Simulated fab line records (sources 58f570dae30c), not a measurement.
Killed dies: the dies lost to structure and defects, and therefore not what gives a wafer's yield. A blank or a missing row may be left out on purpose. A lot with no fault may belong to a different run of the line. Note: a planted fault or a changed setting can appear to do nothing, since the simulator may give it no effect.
Which tool was responsible? :: flow berkeley_cmos170 :: Sampling: 14 lots, 42 wafers, 5 of 331 route steps

## WHAT EACH GAUGE READ, for each wafer
UCB170_GATE_CD_MEAS_90: the cd target is 350 nm.
lot: L911
measured: day 6 04:55
on: cd_sem-02
cd_nm (nm): 348.3 350.0 349.2

lot: L912
measured: day 6 05:39
on: cd_sem-01
cd_nm (nm): 352.0 352.4 351.9

lot: L913
measured: day 6 08:40
on: cd_sem-01
cd_nm (nm): 349.5 350.8 350.8

lot: L914
measured: day 6 12:37
on: cd_sem-01
cd_nm (nm): 350.0 348.5 349.3

lot: L915
measured: day 6 12:53
on: cd_sem-01
cd_nm (nm): 349.4 351.9 351.3

lot: L916
measured: day 7 16:14
on: cd_sem-02
cd_nm (nm): 348.9 349.0 349.7

lot: L917
measured: day 7 17:08
on: cd_sem-02
cd_nm (nm): 348.7 346.2 348.9

lot: L921
measured: day 7 23:05
on: cd_sem-01
cd_nm (nm): 352.6 349.8 352.2

lot: L924
measured: day 9 05:52
on: cd_sem-02
cd_nm (nm): 350.5 351.9 353.5

lot: L927
measured: day 9 11:08
on: cd_sem-01
cd_nm (nm): 351.1 352.7 353.5

lot: L928
measured: day 9 11:16
on: cd_sem-02
cd_nm (nm): 350.9 348.7 350.1

lot: L929
measured: day 10 07:29
on: cd_sem-02
cd_nm (nm): 351.4 352.1 351.6

lot: L933
measured: day 10 18:32
on: cd_sem-01
cd_nm (nm): 350.2 350.9 350.4

lot: L934
measured: day 11 04:24
on: cd_sem-02
cd_nm (nm): 348.3 348.1 350.5

UCB170_PLDD_CD_MEAS_06: the cd target is 1200 nm.
lot: L911
measured: day 6 06:08
on: cd_sem-02
cd_nm (nm): 1201.2 1199.9 1200.5

lot: L912
measured: day 6 07:09
on: cd_sem-02
cd_nm (nm): 1200.5 1201.0 1200.8

lot: L913
measured: day 6 09:49
on: cd_sem-01
cd_nm (nm): 1201.1 1201.1 1200.9

lot: L914
measured: day 6 14:02
on: cd_sem-01
cd_nm (nm): 1201.6 1202.2 1202.8

lot: L915
measured: day 6 14:15
on: cd_sem-02
cd_nm (nm): 1201.8 1202.8 1200.3

lot: L916
measured: day 7 18:17
on: cd_sem-01
cd_nm (nm): 1199.8 1199.6 1200.8

lot: L917
measured: day 7 18:54
on: cd_sem-01
cd_nm (nm): 1202.1 1200.6 1202.3

lot: L921
measured: day 8 00:23
on: cd_sem-02
cd_nm (nm): 1201.5 1201.5 1201.3

lot: L924
measured: day 9 07:51
on: cd_sem-02
cd_nm (nm): 1198.0 1198.9 1198.9

lot: L927
measured: day 9 13:38
on: cd_sem-01
cd_nm (nm): 1198.3 1197.7 1198.6

lot: L928
measured: day 9 13:55
on: cd_sem-01
cd_nm (nm): 1201.1 1201.7 1201.8

lot: L929
measured: day 10 08:45
on: cd_sem-01
cd_nm (nm): 1200.2 1199.4 1200.6

lot: L933
measured: day 10 21:07
on: cd_sem-01
cd_nm (nm): 1201.6 1203.3 1202.2

lot: L934
measured: day 11 06:04
on: cd_sem-01
cd_nm (nm): 1199.5 1200.4 1200.6

UCB170_NLDD_CD_MEAS_06: the cd target is 1200 nm.
lot: L911
measured: day 6 07:53
on: cd_sem-02
cd_nm (nm): 1200.5 1200.0 1200.9

lot: L912
measured: day 6 08:47
on: cd_sem-02
cd_nm (nm): 1197.1 1198.2 1198.5

lot: L913
measured: day 6 11:35
on: cd_sem-01
cd_nm (nm): 1200.5 1200.2 1200.6

lot: L914
measured: day 6 15:41
on: cd_sem-01
cd_nm (nm): 1198.0 1199.2 1197.7

lot: L915
measured: day 6 16:01
on: cd_sem-01
cd_nm (nm): 1199.0 1199.6 1198.9

lot: L916
measured: day 7 20:31
on: cd_sem-02
cd_nm (nm): 1198.4 1200.0 1198.5

lot: L917
measured: day 7 21:24
on: cd_sem-02
cd_nm (nm): 1199.6 1200.3 1199.3

lot: L921
measured: day 8 02:30
on: cd_sem-02
cd_nm (nm): 1201.3 1199.7 1200.0

lot: L924
measured: day 9 11:01
on: cd_sem-02
cd_nm (nm): 1198.4 1198.2 1199.1

lot: L927
measured: day 9 16:26
on: cd_sem-01
cd_nm (nm): 1201.1 1201.1 1202.5

lot: L928
measured: day 9 17:05
on: cd_sem-01
cd_nm (nm): 1198.6 1198.3 1196.2

lot: L929
measured: day 10 10:40
on: cd_sem-01
cd_nm (nm): 1201.8 1201.9 1202.6

lot: L933
measured: day 10 22:51
on: cd_sem-02
cd_nm (nm): 1198.8 1198.2 1199.1

lot: L934
measured: day 11 07:53
on: cd_sem-02
cd_nm (nm): 1198.5 1199.3 1198.2

UCB170_SPACER_THK_MEAS_01.
lot: L911
measured: day 6 08:43
on: film_metro-03
SPACER_TEOS_THK (nm): 373 377 368

lot: L912
measured: day 6 09:38
on: film_metro-01
SPACER_TEOS_THK (nm): 373 375 376

lot: L913
measured: day 6 12:25
on: film_metro-04
SPACER_TEOS_THK (nm): 369 372 379

lot: L914
measured: day 6 16:31
on: film_metro-04
SPACER_TEOS_THK (nm): 378 379 384

lot: L915
measured: day 6 16:49
on: film_metro-01
SPACER_TEOS_THK (nm): 369 370 371

lot: L916
measured: day 7 21:22
on: film_metro-01
SPACER_TEOS_THK (nm): 374 378 384

lot: L917
measured: day 7 22:13
on: film_metro-04
SPACER_TEOS_THK (nm): 379 386 378

lot: L921
measured: day 8 03:21
on: film_metro-03
SPACER_TEOS_THK (nm): 376 377 378

lot: L924
measured: day 9 11:52
on: film_metro-04
SPACER_TEOS_THK (nm): 226 228 230 226 228 230

lot: L927
measured: day 9 17:17
on: film_metro-04
SPACER_TEOS_THK (nm): 227 222 232 227 222 232

lot: L928
measured: day 9 17:58
on: film_metro-04
SPACER_TEOS_THK (nm): 375 368 372

lot: L929
measured: day 10 11:30
on: film_metro-01
SPACER_TEOS_THK (nm): 368 374 380

lot: L933
measured: day 10 23:44
on: film_metro-01
SPACER_TEOS_THK (nm): 377 375 380

lot: L934
measured: day 11 08:44
on: film_metro-04
SPACER_TEOS_THK (nm): 374 379 385

## WHICH TOOL RAN EACH LOT (tool, then ch and the chambers of the sampled wafers, then the start)
lot: L911
UCB170_SPACER_CVD_00: pecvd-01 ch 0,1,2, day 6 08:41

lot: L912
UCB170_SPACER_CVD_00: pecvd-01 ch 1,2, day 6 09:34

lot: L913
UCB170_SPACER_CVD_00: pecvd-01 ch 0,2, day 6 12:22

lot: L914
UCB170_SPACER_CVD_00: pecvd-02 ch 0,2, day 6 16:28

lot: L915
UCB170_SPACER_CVD_00: pecvd-01 ch 1,2, day 6 16:46

lot: L916
UCB170_SPACER_CVD_00: pecvd-03 ch 0,1,2, day 7 21:19

lot: L917
UCB170_SPACER_CVD_00: pecvd-02 ch 0,2, day 7 22:10

lot: L921
UCB170_SPACER_CVD_00: pecvd-01 ch 0,2, day 8 03:18

lot: L924
UCB170_SPACER_CVD_00: pecvd-01 ch 1,2, day 9 11:49

lot: L927
UCB170_SPACER_CVD_00: pecvd-01 ch 0,1, day 9 17:14

lot: L928
UCB170_SPACER_CVD_00: pecvd-03 ch 0,1,2, day 9 17:55

lot: L929
UCB170_SPACER_CVD_00: pecvd-03 ch 0,1,2, day 10 11:27

lot: L933
UCB170_SPACER_CVD_00: pecvd-03 ch 1,2, day 10 23:41

lot: L934
UCB170_SPACER_CVD_00: pecvd-03 ch 0,1,2, day 11 08:42
- UCB170_SPACER_CVD_00: deposits SiO2 from TEOS/O2, target thk 376 nm, time 47 s.

## WHAT THE TOOLS THEMSELVES READ (means of the sampled wafers that have a number; where no wafer has one, the mark that the record gives instead)
UCB170_SPACER_CVD_00.
lot: L911
tool: pecvd-01
heater_power_w (W): 277

lot: L912
tool: pecvd-01
heater_power_w (W): 305

lot: L913
tool: pecvd-01
heater_power_w (W): 269

lot: L914
tool: pecvd-02
heater_power_w (W): 255

lot: L915
tool: pecvd-01
heater_power_w (W): 282

lot: L916
tool: pecvd-03
heater_power_w (W): 300

lot: L917
tool: pecvd-02
heater_power_w (W): 292

lot: L921
tool: pecvd-01
heater_power_w (W): 293

lot: L924
tool: pecvd-01
heater_power_w (W): 288

lot: L927
tool: pecvd-01
heater_power_w (W): 242

lot: L928
tool: pecvd-03
heater_power_w (W): 256

lot: L929
tool: pecvd-03
heater_power_w (W): 292

lot: L933
tool: pecvd-03
heater_power_w (W): 251

lot: L934
tool: pecvd-03
heater_power_w (W): 267

## THE ANSWER, worked out from the rows above alone
Rule: what is usual is taken from the lots themselves. Put in order of their means at a reading, lots are off if they are a third of the lots or fewer, leave a main group of 4 or more, and stand apart from it by a gap of 3 or more times the standard deviation of the main group's means; of several such gaps the widest counts. If all means in a main group match to the digits the tables above print for the reading, that group is not used. A lot without any number at a reading at which 4 lots or more have one is off too. All remaining lots with rows at the step are treated as sound. The gauges are gone through in route order, then the tools' own readings, and for those a lot's mean is taken as printed above. At the first step where some lot is off, the reading lying furthest off is the one used; lots without a number count as furthest.
Off: at UCB170_SPACER_THK_MEAS_01 (SPACER_TEOS_THK), L924, L927. The main group has a mean of 376 nm with a standard deviation of 3.5.
If a tool, at a process step before that reading, ran all the lots that are off and no sound lot after the first of them, it fits. Those tools and the gauges at UCB170_SPACER_THK_MEAS_01 are tried in the same way. One fits: UCB170_SPACER_CVD_00 on pecvd-01. A fault onset in the window from L921 (day 8 03:18, its last sound lot) to L924 (day 9 11:49, its first lot off) fits.

## WHAT THE SIMULATOR PUT IN
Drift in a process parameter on pecvd-01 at UCB170_SPACER_CVD_00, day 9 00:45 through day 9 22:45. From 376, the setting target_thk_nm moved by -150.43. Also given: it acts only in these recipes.
Shown lots that were struck: L924, L927. The same result came from the rule above.
